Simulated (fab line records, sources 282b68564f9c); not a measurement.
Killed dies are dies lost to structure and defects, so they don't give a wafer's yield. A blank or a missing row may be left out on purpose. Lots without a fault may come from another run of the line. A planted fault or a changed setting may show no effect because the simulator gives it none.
fab line records | flow rit_cmos
record lots=13 wafers=39 last_day=6
route steps=202 shown NRETRO@62 NLDD@109 SPACER@128 PSD@157 M1@202
lots that met no fault: from a run of the same line without faults
start_h: hours from the record's first day to the start of the lot's first wafer shown | wait_h: hours since the lot's step before | " the same as in the row above | L1.1+2: a row that stands for several wafers | - no value, or no start given | * or withheld: withheld | < > ~ a bound
route shown NAME@n: a module of which the file shows steps, and the number in the route of the first | usual: mean/standard deviation of fault-free wafers | same: alike in all rows | chamber/n: place in a boat | sites: the reading at each site | _std_site: their standard deviation | _edge_site: outer sites' mean less inner sites' | radius_mm: how far each site lies from the wafer's centre | mask NAME#n: copy n | behind: the tool/chamber that last shaped the wafer | hold: why the lot was held/for how many hours/how that ended | device: the transistor (n, p or np) that didn't switch | end of line: the same wafers' tests at the end of the route | a step without rows: its recipe alone | killed: dies lost to structure and defects at the first sort, not the wafer's yield | map: a wafer's dies, x killed, . not, _ none there
set.NAME: the setting as run; set.NAME@STEP: as run at that earlier step | model.NAME: the simulator's own value behind a step, which no gauge read
steps of the route over a sample of lots; a table a step, a row a wafer
services: from which hour (start_h, from the record's first day; less than 0 if before it) a tool's chamber was out of use, for how many hours, and why
## steps
# step RIT_NRETRO_STRIP_09
# recipe chemistry=O2 time_s=180 resist=NOVOLAK platen_temp_c=withheld power_w=500 pressure_mtorr=4000 o2_flow_sccm=4000
# usual drypump_motor_current_A=5.8/0.64
# columns lot.wafer tool chamber start_h wait_h drypump_motor_current_A rf_hours_counter_h
L427.2 plasma_asher-02 0 30.47 0.1 6.6 36
L427.4 " 1 " " 4.9 -
L427.6 " 0 " " 6.6 -
L428.1 plasma_asher-03 1 36.85 0.1 6.4 39
L428.3 " 1 " " 6.4 -
L428.4 " 0 " " 5.6 -
L429.1 plasma_asher-01 1 46.23 0.1 5.6 27
L429.3 " 1 " " 5.6 -
L429.5 " 0 " " 6.2 -
L431.1 plasma_asher-02 0 58.33 0.1 6.6 39
L431.2 " 1 " " 4.8 39
L431.5 " 1 " " 4.9 -
L432.2 plasma_asher-02 0 63.23 0.1 6.6 40
L432.3 " 0 " " 6.6 -
L432.5 " 1 " " 4.9 -
L433.1 plasma_asher-01 0 66.22 0.1 6.1 29
L433.4 " 0 " " 6.2 -
L433.5 " 1 " " 5.6 -
L434.2 plasma_asher-02 0 71.37 0.1 6.6 40
L434.4 " 1 " " 4.9 -
L434.6 " 0 " " 6.6 -
L435.2 plasma_asher-03 0 74.62 0.1 5.6 42
L435.3 " 1 " " 6.4 -
L435.4 " 0 " " 5.6 -
L436.4 plasma_asher-01 1 79.76 0.1 5.7 -
L436.5 " 1 " " 5.6 -
L436.6 " 0 " " 6.1 -
L437.3 plasma_asher-02 1 82.36 0.1 4.9 -
L437.5 " 0 " " 6.6 -
L437.6 " 1 " " 4.9 -
L438.3 plasma_asher-01 1 87.27 0.1 5.6 -
L438.4 " 0 " " 6.1 -
L438.6 " 0 " " 6.1 -
L439.1 plasma_asher-03 0 95.42 0.1 5.6 44
L439.4 " 0 " " 5.6 -
L439.6 " 1 " " 6.4 -
L441.3 plasma_asher-01 0 101.57 0.1 6.1 -
L441.5 " 1 " " 5.6 -
L441.6 " 0 " " 6.1 -
# step RIT_NLDD_OVL_MEAS_06
# usual NLDD_OVL=1.1/1.4
# columns lot.wafer tool chamber start_h wait_h NLDD_OVL[nm]
L427.2 overlay-02 - 52.28 - 2.4
L427.4 " - " " 1.7
L427.6 " - " " 2.6
L428.1 overlay-01 - 56.22 - -0.2
L428.3 " - " " 1.3
L428.4 " - " " 1.0
L429.1 overlay-02 - 60.48 - 2.9
L429.3 " - " " 2.1
L429.5 " - " " 3.4
L431.1 overlay-02 - 73.16 - 0.5
L431.2 " - " " 0.7
L431.5 " - " " 1.2
L432.2 overlay-02 - 76.78 - 1.2
L432.3 " - " " 0.6
L432.5 " - " " 0.6
L433.1 overlay-02 - 81.60 - 1.4
L433.4 " - " " 3.6
L433.5 " - " " 1.5
L434.2 overlay-01 - 88.60 - 3.9
L434.4 " - " " 2.0
L434.6 " - " " 3.4
L435.2 overlay-02 - 88.84 - 0.4
L435.3 " - " " 0.5
L435.4 " - " " 1.5
L436.4 overlay-01 - 94.62 - -1.3
L436.5 " - " " -0.5
L436.6 " - " " 0.0
L437.3 overlay-01 - 95.85 - -0.5
L437.5 " - " " -0.7
L437.6 " - " " -0.3
L438.3 overlay-01 - 102.58 - -0.1
L438.4 " - " " 0.0
L438.6 " - " " -0.6
L439.1 overlay-02 - 108.84 - -0.1
L439.4 " - " " 1.0
L439.6 " - " " 1.5
L441.3 overlay-01 - 117.32 - -2.2
L441.5 " - " " -1.9
L441.6 " - " " -1.6
# step RIT_SPACER_CVD_03
# recipe material=Si3N4 target_thk_nm=250 temp_c=810 precursor=SiH2Cl2/NH3 time_s=3300 pressure_mtorr=300 sih2cl2_flow_sccm=60 nh3_flow_sccm=150
# columns lot.wafer tool chamber start_h wait_h
L427.2+4+6 lpcvd-02 0 54.63 0.0
L428.1+3+4 lpcvd-01 1 58.71 0.0
L429.1+3+5 lpcvd-01 0 63.03 0.0
L431.1+2+5 lpcvd-01 0 75.65 0.0
L432.2+3+5 lpcvd-01 0 79.98 0.8
L433.1+4+5 lpcvd-02 1 84.39 0.0
L434.2+4+6 lpcvd-02 1 91.11 0.0
L435.2+3+4 lpcvd-01 0 91.52 0.0
L436.4+5+6 lpcvd-01 0 97.36 0.0
L437.3+5+6 lpcvd-02 0 98.53 0.0
L438.3+4+6 lpcvd-02 1 105.13 0.0
L439.1+4+6 lpcvd-01 1 111.35 0.0
L441.3+5+6 lpcvd-02 0 119.73 0.0
# step RIT_SPACER_THK_MEAS_04
# recipe reads=Si3N4_of_SPACER_CVD_03
# usual SPACER_NITRIDE_THK=249.6/2.6
# columns lot.wafer tool chamber start_h wait_h SPACER_NITRIDE_THK[nm]
L427.2 film_metro-04 - 56.56 0.0 249.7
L427.4 " - " " 250.1
L427.6 " - " " 249.0
L428.1 film_metro-01 - 60.62 0.0 249.8
L428.3 " - " " 250.2
L428.4 " - " " 251.1
L429.1 film_metro-03 - 64.94 0.0 250.8
L429.3 " - " " 249.8
L429.5 " - " " 249.0
L431.1 film_metro-01 - 77.57 0.0 247.3
L431.2 " - " " 246.3
L431.5 " - " " 247.5
L432.2 film_metro-01 - 81.91 0.0 249.6
L432.3 " - " " 251.6
L432.5 " - " " 249.9
L433.1 film_metro-03 - 86.30 0.0 248.4
L433.4 " - " " 248.2
L433.5 " - " " 248.0
L434.2 film_metro-04 - 93.04 0.0 254.2
L434.4 " - " " 251.5
L434.6 " - " " 252.6
L435.2 film_metro-03 - 93.45 0.0 252.2
L435.3 " - " " 252.7
L435.4 " - " " 250.8
L436.4 film_metro-03 - 99.31 0.0 257.3
L436.5 " - " " 255.3
L436.6 " - " " 256.3
L437.3 film_metro-03 - 100.47 0.0 252.3
L437.5 " - " " 251.8
L437.6 " - " " 251.6
L438.3 film_metro-04 - 107.06 0.0 249.0
L438.4 " - " " 250.1
L438.6 " - " " 249.0
L439.1 film_metro-01 - 113.27 0.0 249.9
L439.4 " - " " 250.4
L439.6 " - " " 248.7
L441.3 film_metro-04 - 121.67 0.3 187.6
L441.5 " - " " 185.7
L441.6 " - " " 185.4
# step RIT_SPACER_ETCHBACK_05
# recipe target_depth_a=2500 SF6_flow_sccm=30 CHF3_flow_sccm=30 target=Si3N4 chemistry=SF6/CHF3 pressure_mtorr=40 rf_w=250 time_s=240 stop_on=SiO2
# usual drypump_motor_current_A=5.7/0.61 oes_product_au=0.840/0.012 throttle_valve_pct=10.26/0.11
# columns lot.wafer tool chamber start_h wait_h drypump_motor_current_A oes_product_au rf_hours_counter_h throttle_valve_pct
L427.2 rie_diel-02 1 56.61 0.0 5.9 0.836 50 10.31
L427.4 " 2 " " 5.8 0.827 6 10.31
L427.6 " 3 " " 6.2 0.834 - 10.42
L428.1 rie_diel-03 1 60.68 0.1 5.0 0.849 45 10.36
L428.3 " 3 " " 6.3 0.844 7 10.18
L428.4 " 2 " " 4.7 0.829 119 10.22
L429.1 rie_diel-01 1 65.00 0.1 6.5 0.845 15 10.17
L429.3 " 0 " " 5.8 0.836 96 10.37
L429.5 " 1 " " 6.5 0.844 - 10.15
L431.1 rie_diel-02 0 77.63 0.1 5.0 0.823 64 10.14
L431.2 " 1 " " 5.9 0.837 50 10.31
L431.5 " 1 " " 5.8 0.839 - 10.30
L432.2 rie_diel-03 3 81.96 0.0 6.3 0.833 7 10.19
L432.3 " 0 " " 5.1 0.862 18 10.36
L432.5 " 0 " " 5.2 0.851 - 10.35
L433.1 rie_diel-03 2 86.36 0.1 4.7 0.823 120 10.21
L433.4 " 0 " " 5.1 0.849 18 10.36
L433.5 " 0 " " 5.1 0.849 - 10.37
L434.2 rie_diel-01 0 93.09 0.0 5.8 0.850 96 10.35
L434.4 " 2 " " 6.4 0.870 144 10.17
L434.6 " 2 " " 6.4 0.870 - 10.17
L435.2 rie_diel-02 2 93.50 0.0 5.9 0.832 7 10.32
L435.3 " 1 " " 5.9 0.845 50 10.30
L435.4 " 3 " " 6.2 0.831 6 10.41
L436.4 rie_diel-03 0 99.34 0.0 5.1 0.869 18 10.36
L436.5 " 2 " " 4.7 0.850 - 10.23
L436.6 " 3 " " 6.3 0.852 - 10.20
L437.3 rie_diel-03 0 100.51 0.0 5.2 0.856 18 10.37
L437.5 " 1 " " 5.0 0.859 - 10.36
L437.6 " 0 " " 5.1 0.846 - 10.36
L438.3 rie_diel-01 0 107.10 0.0 5.8 0.836 97 10.36
L438.4 " 1 " " 6.5 0.840 16 10.15
L438.6 " 3 " " 6.3 0.850 - 10.06
L439.1 rie_diel-03 1 113.33 0.1 5.0 0.849 47 10.37
L439.4 " 3 " " 6.3 0.843 8 10.19
L439.6 " 3 " " 6.3 0.836 - 10.18
L441.3 rie_diel-03 3 121.71 0.0 6.3 0.682 8 10.13
L441.5 " 2 " " 4.7 0.672 - 10.15
L441.6 " 3 " " 6.3 0.674 - 10.15
# step RIT_SDANNEAL_RS_MEAS_04
# recipe thk_meas_gauge=four-point-probe
# usual PSD_RS=116.0/0.37
# columns lot.wafer tool chamber start_h wait_h PSD_RS[ohm/sq]
L427.2 film_metro-02 - 60.04 0.1 115.8
L427.4 " - " " 116.2
L427.6 " - " " 116.2
L428.1 film_metro-02 - 64.35 0.0 116.2
L428.3 " - " " 116.5
L428.4 " - " " 116.2
L429.1 film_metro-01 - 68.69 0.0 116.0
L429.3 " - " " 116.3
L429.5 " - " " 115.8
L431.1 film_metro-04 - 81.25 0.0 115.9
L431.2 " - " " 115.9
L431.5 " - " " 115.9
L432.2 film_metro-02 - 85.52 0.1 116.0
L432.3 " - " " 115.8
L432.5 " - " " 115.7
L433.1 film_metro-01 - 89.90 0.0 116.2
L433.4 " - " " 116.4
L433.5 " - " " 116.3
L434.2 film_metro-02 - 97.00 0.1 116.2
L434.4 " - " " 116.5
L434.6 " - " " 116.2
L435.2 film_metro-04 - 97.40 0.1 116.3
L435.3 " - " " 116.2
L435.4 " - " " 116.1
L436.4 film_metro-02 - 103.19 0.1 116.4
L436.5 " - " " 116.5
L436.6 " - " " 116.2
L437.3 film_metro-04 - 104.63 0.1 115.9
L437.5 " - " " 116.1
L437.6 " - " " 116.1
L438.3 film_metro-01 - 110.65 0.1 115.9
L438.4 " - " " 115.9
L438.6 " - " " 115.7
L439.1 film_metro-02 - 116.88 0.0 115.6
L439.4 " - " " 115.8
L439.6 " - " " 115.6
L441.3 film_metro-02 - 125.36 0.1 115.7
L441.5 " - " " 115.7
L441.6 " - " " 115.7
# step RIT_M1_PROBE_99
# usual killed_at_M0_to_M3=0.0/0.083 killed_at_contacts=0.1/0.23 killed_at_front_end=6.2/2.8 killed_dies=6.3/2.7 killed_open=3.1/2 killed_short=3.2/1.8
# same gross_dies=264 killed_at_M4_up=0 killed_at_back_side=0 killed_at_other=0
# columns lot.wafer tool chamber start_h wait_h killed_at_M0_to_M3 killed_at_contacts killed_at_front_end killed_dies killed_open killed_short
L441.3 prober-01 - 132.99 0.2 0 0 11 11 6 5
L441.5 prober-01 - 133.09 0.2 0 0 10 10 4 6
L441.6 prober-01 - 133.14 0.2 0 0 4 4 4 0
# killed by level:class
L441.3 GATE:geometric_particle:short=3 REOX:geometric_particle:open=2 FOX2:geometric_particle:open=1 GATE:geometric_particle:open=1 REOX:geometric_particle:short=1 SPACER:geometric_particle:open=1 SILICIDE:geometric_particle:short=1 SILICIDE:geometric_particle:open=1
L441.5 GATE:geometric_particle:short=2 GATE:geometric_particle:open=2 REOX:geometric_particle:short=2 FOX2:geometric_particle:open=1 FOX2:geometric_particle:short=1 SPACER:geometric_particle:open=1 SILICIDE:geometric_particle:short=1
L441.6 FOX1:geometric_particle:open=2 GATE:geometric_particle:open=1 REOX:geometric_particle:open=1
## services
# columns tool chamber start_h hours kind
plasma_asher-03 - 10.31 2.8 pm
lpcvd-02 - 17.38 6.0 pm
rie_diel-03 3 23.21 4.8 repair
plasma_asher-02 - 25.54 0.4 repair
rie_diel-02 3 27.36 1.7 repair
plasma_asher-01 - 31.67 4.0 pm
rie_diel-02 - 48.60 0.4 repair
lpcvd-02 - 70.04 6.1 pm
rie_diel-02 3 97.35 7.3 repair
rie_diel-02 3 116.69 4.2 repair
## key
first_sign step=RIT_SPACER_THK_MEAS_04 reading=SPACER_NITRIDE_THK direction=down sigmas=24 usual=249.6 struck=186.2
effect step=RIT_SPACER_ETCHBACK_05 reading=oes_product_au direction=down sigmas=13 usual=0.840 struck=0.676
met_at RIT_SPACER_CVD_03
struck_lots L441
struck_wafers L441.3,L441.5,L441.6
tester_left_out L441
not_acting_at RIT_NRETRO_STRIP_09,RIT_NLDD_OVL_MEAS_06,RIT_SDANNEAL_RS_MEAS_04
onset_between 98.53 119.73
also_fits time
fault kind=process_parameter_drift tool=lpcvd-02 chamber=0 onset_h=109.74 steps=RIT_SPACER_CVD_03 channel=time_s offset=* shape=step end_h=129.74 acts_in=* stated=*
# tester_left_out: of these lots the tester's yield and bins aren't shown, on N5 and GAA mostly nor the transistor test; their killed dies are dies lost to structure and defects alone, not to doping, threshold or leakage, so they don't give the yield
